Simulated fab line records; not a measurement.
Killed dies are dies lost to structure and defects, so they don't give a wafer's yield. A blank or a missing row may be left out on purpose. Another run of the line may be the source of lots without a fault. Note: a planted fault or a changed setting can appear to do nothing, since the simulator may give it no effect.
Struck lot and sound lot, side by side	flow rit_cmos	44 out of 202 route steps
Sound: wafers L567.1, L567.3, L567.6. Struck: wafers L574.4, L574.5, L574.6. The cause is given at the end.
At each step with rows: each side's tool, then ch and its chambers, then its first start. Under that, the readings that differ: sound wafers	struck wafers	difference of the means	sigmas: that difference in standard deviations of wafers without a fault.
alike: words and numbers the same on both sides, and readings whose means are apart by under 2 such deviations; not compared: readings that were withheld, readings missing a value for some wafer, numbers with overlapping values and no deviation given by the record, and bounds like >300 which may hide the same value.
Wherever a step has rows on one side only, a row that says differs or no value, or a row with sigmas, the two part there. Numbers that have no deviation but don't overlap get no sigmas and don't part them. A reading that every wafer of one side lacks parts them only if that side has two wafers or more.

first, 3 steps without rows for these wafers: RIT_REOX_CLEAN_01 (cleans in dHF, time 30 s); RIT_REOX_CLEAN_02 (cleans in SC2, time 600 s); RIT_REOX_OXIDATION_03 (target thk 25.2 nm, ox time 5580 s).
RIT_REOX_THK_MEAS_04:
  sound on film_metro-02, day 4 14:42; struck on film_metro-03, day 6 01:16
  alike: REOX_OXIDE_THK
then, 6 steps without rows for these wafers: RIT_NLDD_HMDS_00 (prime time 60 s); RIT_NLDD_COAT_01 (resist thk 1000 nm); RIT_NLDD_SOFTBAKE_02 (time 60 s); RIT_NLDD_EXPOSE_03 (exposes mask M7, target cd 40700 nm); RIT_NLDD_PEB_04; RIT_NLDD_DEVELOP_05 (develop time 50 s).
RIT_NLDD_OVL_MEAS_06:
  sound on overlay-01, day 4 15:44; struck on overlay-01, day 6 02:18
  alike: NLDD_OVL
then, 1 step without rows for these wafers: RIT_NLDD_HARDBAKE_07 (time 60 s).
RIT_NLDD_IMPLANT_08:
  sound on implanter-02 ch 0, day 4 15:55; struck on implanter-04 ch 0, day 6 02:32
reading	sound	struck	difference	sigmas
tilt_deg (degrees)	7.037 7.011 6.994	6.240 6.214 6.235	-0.784	-39
RIT_NLDD_STRIP_09: strips in O2, time 180 s.
  sound on plasma_asher-04 ch 0, day 4 16:04; struck on plasma_asher-01 ch 0,1, day 6 02:40
  alike: drypump_motor_current_A
  not compared: rf_hours_counter_h
RIT_NLDD_TW_MEAS_10:
  sound on film_metro-02, day 4 16:15; struck on film_metro-04, day 6 02:49
  alike: NLDD_TW
then, 6 steps without rows for these wafers: RIT_PLDD_HMDS_00 (prime time 60 s); RIT_PLDD_COAT_01 (resist thk 1000 nm); RIT_PLDD_SOFTBAKE_02 (time 60 s); RIT_PLDD_EXPOSE_03 (exposes mask M8, target cd 40900 nm); RIT_PLDD_PEB_04; RIT_PLDD_DEVELOP_05 (develop time 50 s).
RIT_PLDD_OVL_MEAS_06:
  sound on overlay-02, day 4 17:17; struck on overlay-02, day 6 03:50
  alike: PLDD_OVL
then, 2 steps without rows for these wafers: RIT_PLDD_HARDBAKE_07 (time 60 s); RIT_PLDD_IMPLANT_08.
RIT_PLDD_STRIP_09: strips in O2, time 180 s.
  sound on plasma_asher-03 ch 0,1, day 4 17:37; struck on plasma_asher-04 ch 0,1, day 6 04:13
  alike: drypump_motor_current_A
  not compared: rf_hours_counter_h
RIT_PLDD_TW_MEAS_10:
  sound on film_metro-04, day 4 17:47; struck on film_metro-02, day 6 04:22
  alike: PLDD_TW
then, 4 steps without rows for these wafers: RIT_SPACER_CLEAN_00 (cleans in SC1, time 600 s); RIT_SPACER_CLEAN_01 (cleans in dHF, time 30 s); RIT_SPACER_CLEAN_02 (cleans in SC2, time 600 s); RIT_SPACER_CVD_03 (deposits Si3N4 from SiH2Cl2/NH3, target thk 250 nm, time 3300 s).
RIT_SPACER_THK_MEAS_04:
  sound on film_metro-04, day 4 20:08; struck on film_metro-04, day 6 06:43
  alike: SPACER_NITRIDE_THK
RIT_SPACER_ETCHBACK_05: etches Si3N4 in SF6/CHF3, stops on SiO2, target depth 250 nm, time 240 s.
  sound on rie_diel-01 ch 0,3, day 4 20:12; struck on rie_diel-01 ch 0,2,3, day 6 06:44
  alike: drypump_motor_current_A, oes_product_au, throttle_valve_pct
  not compared: rf_hours_counter_h
then, 6 steps without rows for these wafers: RIT_NSD_HMDS_00 (prime time 60 s); RIT_NSD_COAT_01 (resist thk 1000 nm); RIT_NSD_SOFTBAKE_02 (time 60 s); RIT_NSD_EXPOSE_03 (exposes mask M9, target cd 40700 nm); RIT_NSD_PEB_04; RIT_NSD_DEVELOP_05 (develop time 50 s).
RIT_NSD_OVL_MEAS_06:
  sound on overlay-02, day 4 21:19; struck on overlay-01, day 6 07:53
  alike: NSD_OVL
then, 2 steps without rows for these wafers: RIT_NSD_HARDBAKE_07 (time 60 s); RIT_NSD_IMPLANT_08.
RIT_NSD_STRIP_09: strips in O2, time 180 s.
  sound on plasma_asher-01 ch 0,1, day 4 21:40; struck on plasma_asher-04 ch 0,1, day 6 08:16
  alike: drypump_motor_current_A
  not compared: rf_hours_counter_h
RIT_SDANNEAL_RS_MEAS_07: measurement is done with a four-point probe.
  sound on film_metro-02, day 5 00:07; struck on film_metro-04, day 6 10:50
reading	sound	struck	difference	sigmas
NLDD_RS (ohm/sq)	151.8 152.0 151.9	- - -	no value on the struck wafers	
RIT_M1_PROBE_99:
  sound on prober-02, day 5 08:41; struck on prober-01, day 6 18:17
reading	sound	struck	difference	sigmas
model.etest.nmos_turned.drive_ua_um	324.2 327.9 336.1	396.8 398.9 393.2	+66.9	
  alike: killed_at_contacts, killed_at_front_end, killed_dies, killed_on_rim, killed_open, killed_short

== WHERE THEY PART ==
First at RIT_NLDD_IMPLANT_08; last, within this record, at RIT_SDANNEAL_RS_MEAS_07. Later steps at which nothing parts them and some readings are alike: RIT_M1_PROBE_99.

WHY: what had been put in by the simulator
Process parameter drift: implanter-04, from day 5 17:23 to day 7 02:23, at RIT_NLDD_IMPLANT_08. Setting tilt_deg shifted by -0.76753 from 7. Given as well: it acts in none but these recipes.
